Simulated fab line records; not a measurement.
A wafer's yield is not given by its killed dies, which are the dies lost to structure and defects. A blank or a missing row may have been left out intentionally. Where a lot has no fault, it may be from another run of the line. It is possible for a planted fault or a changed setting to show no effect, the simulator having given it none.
Which tool was responsible? || flow rit-cmos || 42 wafers from 14 lots sampled at 2 of the route's 202 steps

WHAT EACH GAUGE READ, for each wafer
RIT_GATE_CD_MEAS_16 targets a cd of 150 nm. Usual: cd-nm 150.7 nm, standard deviation 2.1.
{"lot": "L831", "measured": "day 2 20:23", "on": "cd-sem-01", "cd-nm (nm)": "148.7 149.8 148.4", "flag": ""}
{"lot": "L832", "measured": "day 3 00:04", "on": "cd-sem-01", "cd-nm (nm)": "151.3 152.8 154.6", "flag": ""}
{"lot": "L834", "measured": "day 3 10:08", "on": "cd-sem-02", "cd-nm (nm)": "152.2 148.4 151.5", "flag": ""}
{"lot": "L835", "measured": "day 3 14:59", "on": "cd-sem-01", "cd-nm (nm)": "146.7 147.8 144.9", "flag": ""}
{"lot": "L837", "measured": "day 3 22:26", "on": "cd-sem-01", "cd-nm (nm)": "150.0 150.9 149.7", "flag": ""}
{"lot": "L838", "measured": "day 4 04:37", "on": "cd-sem-01", "cd-nm (nm)": "152.2 151.6 151.3", "flag": ""}
{"lot": "L841", "measured": "day 4 17:14", "on": "cd-sem-02", "cd-nm (nm)": "150.2 148.2 151.0", "flag": ""}
{"lot": "L842", "measured": "day 5 00:37", "on": "cd-sem-02", "cd-nm (nm)": "- 39.9 58.5", "flag": "OFF"}
{"lot": "L843", "measured": "day 5 05:49", "on": "cd-sem-01", "cd-nm (nm)": "151.1 152.9 151.8", "flag": ""}
{"lot": "L844", "measured": "day 5 08:56", "on": "cd-sem-02", "cd-nm (nm)": "89.9 118.2 63.5", "flag": "OFF"}
{"lot": "L848", "measured": "day 6 02:06", "on": "cd-sem-02", "cd-nm (nm)": "152.1 151.7 152.8", "flag": ""}
{"lot": "L852", "measured": "day 7 01:46", "on": "cd-sem-01", "cd-nm (nm)": "149.7 151.5 150.3", "flag": ""}
{"lot": "L853", "measured": "day 7 06:50", "on": "cd-sem-01", "cd-nm (nm)": "150.9 152.6 151.5", "flag": ""}
{"lot": "L854", "measured": "day 7 11:56", "on": "cd-sem-01", "cd-nm (nm)": "153.5 155.9 154.2", "flag": ""}

WHICH TOOL RAN EACH LOT (tool, then ch and the chambers of the sampled wafers, then the start)
{"lot": "L831", "RIT_GATE_EXPOSE_13": "iline-stepper-01 ch 0, day 2 19:59"}
{"lot": "L832", "RIT_GATE_EXPOSE_13": "iline-stepper-01 ch 0, day 2 23:40"}
{"lot": "L834", "RIT_GATE_EXPOSE_13": "iline-stepper-01 ch 0, day 3 09:44"}
{"lot": "L835", "RIT_GATE_EXPOSE_13": "iline-stepper-01 ch 0, day 3 14:27"}
{"lot": "L837", "RIT_GATE_EXPOSE_13": "iline-stepper-02 ch 0, day 3 21:56"}
{"lot": "L838", "RIT_GATE_EXPOSE_13": "iline-stepper-01 ch 0, day 4 04:13"}
{"lot": "L841", "RIT_GATE_EXPOSE_13": "iline-stepper-02 ch 0, day 4 16:50"}
{"lot": "L842", "RIT_GATE_EXPOSE_13": "iline-stepper-01 ch 0, day 5 00:13"}
{"lot": "L843", "RIT_GATE_EXPOSE_13": "iline-stepper-02 ch 0, day 5 05:19"}
{"lot": "L844", "RIT_GATE_EXPOSE_13": "iline-stepper-01 ch 0, day 5 08:32"}
{"lot": "L848", "RIT_GATE_EXPOSE_13": "iline-stepper-02 ch 0, day 6 01:42"}
{"lot": "L852", "RIT_GATE_EXPOSE_13": "iline-stepper-02 ch 0, day 7 01:22"}
{"lot": "L853", "RIT_GATE_EXPOSE_13": "iline-stepper-02 ch 0, day 7 06:22"}
{"lot": "L854", "RIT_GATE_EXPOSE_13": "iline-stepper-02 ch 0, day 7 11:32"}
- RIT_GATE_EXPOSE_13: exposes mask M6, target cd 150 nm.

AS READ BY THE TOOLS THEMSELVES (means over the sampled wafers that have a number; for cases with no such wafer, the mark the record gives instead)
RIT_GATE_EXPOSE_13. Usual: exposure-dose-mJ-cm2 379.9, standard deviation 0.36.
{"lot": "L831", "tool": "iline-stepper-01", "exposure-dose-mJ-cm2": 380.0, "flag": ""}
{"lot": "L832", "tool": "iline-stepper-01", "exposure-dose-mJ-cm2": 379.7, "flag": ""}
{"lot": "L834", "tool": "iline-stepper-01", "exposure-dose-mJ-cm2": 379.6, "flag": ""}
{"lot": "L835", "tool": "iline-stepper-01", "exposure-dose-mJ-cm2": 379.7, "flag": ""}
{"lot": "L837", "tool": "iline-stepper-02", "exposure-dose-mJ-cm2": 379.8, "flag": ""}
{"lot": "L838", "tool": "iline-stepper-01", "exposure-dose-mJ-cm2": 379.7, "flag": ""}
{"lot": "L841", "tool": "iline-stepper-02", "exposure-dose-mJ-cm2": 380.0, "flag": ""}
{"lot": "L842", "tool": "iline-stepper-01", "exposure-dose-mJ-cm2": 364.6, "flag": "OFF"}
{"lot": "L843", "tool": "iline-stepper-02", "exposure-dose-mJ-cm2": 380.2, "flag": ""}
{"lot": "L844", "tool": "iline-stepper-01", "exposure-dose-mJ-cm2": 350.8, "flag": "OFF"}
{"lot": "L848", "tool": "iline-stepper-02", "exposure-dose-mJ-cm2": 379.7, "flag": ""}
{"lot": "L852", "tool": "iline-stepper-02", "exposure-dose-mJ-cm2": 380.0, "flag": ""}
{"lot": "L853", "tool": "iline-stepper-02", "exposure-dose-mJ-cm2": 380.3, "flag": ""}
{"lot": "L854", "tool": "iline-stepper-02", "exposure-dose-mJ-cm2": 380.3, "flag": ""}

THE ANSWER, worked out from the rows above alone
Rule: a lot counts as off when the mean over its wafers that have a number is more than 3 standard deviations away from the usual mean. Also off: a lot with no number at a reading for which 4 or more lots have one. The other lots that the step has rows for count as sound. Order of review: gauges by route order, followed by the tools' own readings, for which a lot's mean as printed above is used. The first step at which some lot is off is used, and at that step the reading that is off furthest; a lot without a number counts as furthest.
Off at RIT_GATE_CD_MEAS_16 (cd-nm): L842, L844.
A tool fits if, at a process step before that reading, it ran every lot that is off, and no sound lot after the first of them. Not tried: the gauges at RIT_GATE_CD_MEAS_16; whatever is off there is also off at RIT_GATE_EXPOSE_13, on other tools, and gauge error can't account for it. One candidate fits, namely iline-stepper-01 at RIT_GATE_EXPOSE_13. Its last sound lot is L838 (day 4 04:13), its first lot that is off L842 (day 5 00:13): a fault that began between those two fits.
The tool's own readings at RIT_GATE_EXPOSE_13 bear it out: on the lots that are off they differ by more than 5 times the standard deviation of the sound lots' means. exposure-dose-mJ-cm2 reads 357.7 there against 379.9 on the sound lots.

WHAT WAS PUT IN BY THE SIMULATOR
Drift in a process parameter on iline-stepper-01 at RIT_GATE_EXPOSE_13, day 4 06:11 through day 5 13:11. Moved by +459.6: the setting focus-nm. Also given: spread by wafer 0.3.
Lots struck among those shown: L842, L844. Same finding as the rule above.
